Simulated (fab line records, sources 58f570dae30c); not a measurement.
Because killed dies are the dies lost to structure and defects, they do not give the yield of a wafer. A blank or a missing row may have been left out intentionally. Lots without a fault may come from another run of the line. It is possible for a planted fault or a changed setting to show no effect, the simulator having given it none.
8D (eight disciplines) problem report, filled in by code ; flow berkeleyCmos170 ; the parts of the form that need people (team, actions taken, sign-off) are left out

1. THE PROBLEM
Across 6 wafers from 2 lots, PSD_OVL at UCB170_PSD_OVL_MEAS_07 averages 248 nm, while fault-free wafers read -3 nm with a standard deviation of 4.7. That puts it +53 standard deviations away from the usual mean.
First seen on wafer L613.2, day 11 11:07, on overlay-01. At this step, 42 wafers from 14 lots have a number in the record. The rule behind "out" and "out of limits": a value lying over 4 standard deviations away from the usual mean. Any other wafer with a number is counted as sound.

2. WHAT THIS IS AND IS NOT
question;is;is not
which readings at this step;PSD_OVL;-
which lots;L613, L618;L596, L597, L598, L599, L600, L601, L602, L604, L605, L606, L607, L610
which wafers of those lots;all that have a number;-
read on which gauges;overlay-01, overlay-02;-
when;from day 11 11:07;up to then (36 sound wafers)

3. WHAT RULES OUT EACH SUSPECT
Counting: a tool at any process step up to the reading remains a suspect when it ran all the lots that are out and ran no sound lot after the first of those.
- the gauge at UCB170_PSD_OVL_MEAS_07 is ruled out. Those wafers that are out were read across 2 gauges (overlay-01, overlay-02).
- krfScanner-01 at UCB170_PSD_EXPOSE_03 (exposes mask PSELECT MOD, target cd 1200 nm): kept. Every lot that is out went through it, starting with L613 (day 11 10:27), and after that it ran no sound lot; the last sound lot it ran before then is L610 (day 10 21:26).
After counting, what remains is krfScanner-01 at UCB170_PSD_EXPOSE_03.

4. THE CAUSE (what the simulator had put in)
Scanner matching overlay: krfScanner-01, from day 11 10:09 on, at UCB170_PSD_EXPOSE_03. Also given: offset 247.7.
The count eliminated every tool but this one.

5. SEQUENCE OF EFFECTS, ordered by route
Each row: a reading whose mean over the struck wafers that have a number lies more than 3 standard deviations from the usual. Only readings whose record carries a usual standard deviation are examined. hours: median over the lots of the time between each lot's start at the first step of this table that gives one and its start at this step. sigmas: the change, counted in usual standard deviations.
hours;step;reading;usual;on struck wafers;change;sigmas
0;UCB170_PSD_OVL_MEAS_07;PSD_OVL;-3 nm;248;+251;+53

6. HOW IT WOULD HAVE BEEN CAUGHT EARLIER
In this record the first reading out of limits at a measuring or inspecting step was taken at day 11 11:07, 1 hour after the fault began at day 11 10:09.
An alarm limit of 4 standard deviations would not have fired on the tool readings at UCB170_PSD_EXPOSE_03 for which the record gives a usual standard deviation, since none of them was out on any struck wafer.
Lots out: 2; of these, L618 started UCB170_PSD_EXPOSE_03 on krfScanner-01 after day 11 11:07. Holding the tool at that time would have saved it.
